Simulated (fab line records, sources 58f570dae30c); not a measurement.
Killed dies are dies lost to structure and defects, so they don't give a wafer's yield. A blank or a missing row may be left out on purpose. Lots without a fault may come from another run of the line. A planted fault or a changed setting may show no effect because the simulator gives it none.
One fault seen from 2 desks | flow berkeley_cmos170 | each desk has only its own numbers; what lay behind them comes last

THE METROLOGY DESK
What the gauges read, lot by lot, whatever tool the lot ran on: means of the sampled wafers that have a number. A lot is out of limits, marked OUT, if its mean lies more than 4 standard deviations from the usual mean; the brackets give that distance.
Columns: A = V2_BOW at UCB170_V2_BOW_MEAS_03, usual 36 um
lot  | first seen here | A
L164 | day 8 17:15     | 33
L165 | day 9 08:28     | 29
L166 | day 9 09:33     | 42
L169 | day 10 03:07    | 36
L170 | day 10 07:37    | 29
L168 | day 10 07:56    | 39
L171 | day 10 09:02    | 39
L167 | day 10 09:23    | 37
L176 | day 11 03:24    | 37
L178 | day 11 18:13    | 35
L180 | day 12 02:49    | 31
L183 | day 12 11:43    | 28
L186 | day 13 11:02    | 41
This desk's finding: nothing out of limits on any of the 13 lots.

THE TOOL OWNER'S DESK: rie_si-02
The tool's own readings at UCB170_GATE_ETCH_15 (etches poly-Si in HBr/Cl2, stops on SiO2, time 56.3 s, target depth 278.2 nm): means of the sampled wafers that have a number, for each lot that ran on this tool. A lot is out of limits, marked OUT, if its mean lies more than 4 standard deviations from the usual mean; the brackets give that distance.
Columns: A = drypump_motor_current_A at UCB170_GATE_ETCH_15, usual 5.7 A; B = oes_product_au at UCB170_GATE_ETCH_15, usual 0.832 a.u.; C = run_length_s at UCB170_GATE_ETCH_15, usual 84.7 s; D = throttle_valve_pct at UCB170_GATE_ETCH_15, usual 26.5 %
lot  | first seen here | A   | B                | C              | D
L164 | day 7 08:26     | 5.6 | 0.816            | 84.5           | 26.6
L166 | day 8 01:50     | 5.2 | 0.811            | 84.4           | 26.4
L170 | day 8 19:01     | 5.0 | 0.815            | 84.4           | 26.4
L167 | day 8 19:43     | 6.1 | 0.839            | 85.2           | 26.9
L176 | day 9 15:35     | 5.1 | 0.836            | 84.6           | 26.6
L180 | day 10 16:38    | 5.6 | 0.767 (-4.1) OUT | 95.6 (+25) OUT | 26.9
This desk's finding: out of limits on L180; first on L180, day 10 16:38 (oes_product_au at UCB170_GATE_ETCH_15). In limits: L164, L166, L170, L167, L176.

PUT TOGETHER
The tool owner's desk could have raised an alarm at day 10 16:38, on L180.
The metrology desk saw nothing out of limits.
The metrology desk has L180 on record, within its limits.
Of the lots named, all ran UCB170_GATE_ETCH_15 on rie_si-02.

WHAT THE SIMULATOR HAD PUT IN
Process parameter drift: rie_si-02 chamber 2, from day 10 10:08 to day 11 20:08, at UCB170_GATE_ETCH_15. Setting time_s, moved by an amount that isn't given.
Lots struck among those shown: L180.
Hours from the fault's start to each desk's first reading out of limits: the tool owner's desk, 7.
